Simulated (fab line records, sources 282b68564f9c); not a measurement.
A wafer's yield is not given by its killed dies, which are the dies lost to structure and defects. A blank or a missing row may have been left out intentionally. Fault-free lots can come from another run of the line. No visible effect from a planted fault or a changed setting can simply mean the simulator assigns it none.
Which of the tools did it? + flow ritCmos + 21 wafers from 7 lots sampled at 3 of the route's 202 steps

WHAT EACH GAUGE READ, for each wafer
RIT_PRETRO_TW_MEAS_10.
| lot  | measured    | on           | PRETRO_TW   |
|------|-------------|--------------|-------------|
| L909 | day 2 13:52 | filmMetro-02 | 471 468 468 |
| L911 | day 3 05:28 | filmMetro-03 | 476 478 477 |
| L913 | day 3 10:17 | filmMetro-03 | 479 479 480 |
| L916 | day 4 00:29 | filmMetro-04 | 470 467 469 |
| L922 | day 5 06:32 | filmMetro-02 | 510 509 510 |
| L927 | day 6 07:41 | filmMetro-03 | 477 478 481 |
| L930 | day 6 21:11 | filmMetro-03 | 479 479 479 |

WHICH TOOL RAN EACH LOT (tool, then ch and the chambers of the sampled wafers, then the start)
| lot  | RIT_NRETRO_STRIP_09                | RIT_PRETRO_IMPLANT_08          |
|------|------------------------------------|--------------------------------|
| L909 | plasmaAsher-01 ch 0,1, day 2 12:08 | implanter-01 ch 0, day 2 13:32 |
| L911 | plasmaAsher-02 ch 0,1, day 3 03:44 | implanter-03 ch 0, day 3 05:08 |
| L913 | plasmaAsher-04 ch 0,1, day 3 08:25 | implanter-02 ch 0, day 3 09:58 |
| L916 | plasmaAsher-02 ch 0,1, day 3 22:46 | implanter-02 ch 0, day 4 00:10 |
| L922 | plasmaAsher-02 ch 0,1, day 5 04:48 | implanter-03 ch 0, day 5 06:14 |
| L927 | plasmaAsher-04 ch 0,1, day 6 05:50 | implanter-02 ch 0, day 6 07:22 |
| L930 | plasmaAsher-01 ch 0,1, day 6 19:28 | implanter-02 ch 0, day 6 20:52 |
- RIT_NRETRO_STRIP_09: strips in O2, time 180 s.
- RIT_PRETRO_IMPLANT_08

THE ANSWER, worked out from the rows above alone
Rule: the lots themselves supply what counts as usual. Put in order of their means at a reading, lots are off if they are a third of the lots or fewer, leave a main group of 4 or more, and stand apart from it by a gap of 3 or more times the standard deviation of the main group's means; of several such gaps the widest counts. A main group is skipped when, at the precision printed for the reading in the tables above, its means are all equal. Also off: a lot with no number at a reading for which 4 or more lots have one. All remaining lots with rows at the step are treated as sound.
Off: L922, at RIT_PRETRO_TW_MEAS_10 (PRETRO_TW). For the main group the mean is 475 and the standard deviation 4.6.
A tool fits if, at a process step before that reading, it ran every lot that is off, and no sound lot after the first of them. Those tools and the gauges at RIT_PRETRO_TW_MEAS_10 are tried in the same way. Can't be told from this: 3 tools fit, plasmaAsher-02 at RIT_NRETRO_STRIP_09, implanter-03 at RIT_PRETRO_IMPLANT_08, filmMetro-02 at RIT_PRETRO_TW_MEAS_10.

WHAT THE SIMULATOR HAD PUT IN
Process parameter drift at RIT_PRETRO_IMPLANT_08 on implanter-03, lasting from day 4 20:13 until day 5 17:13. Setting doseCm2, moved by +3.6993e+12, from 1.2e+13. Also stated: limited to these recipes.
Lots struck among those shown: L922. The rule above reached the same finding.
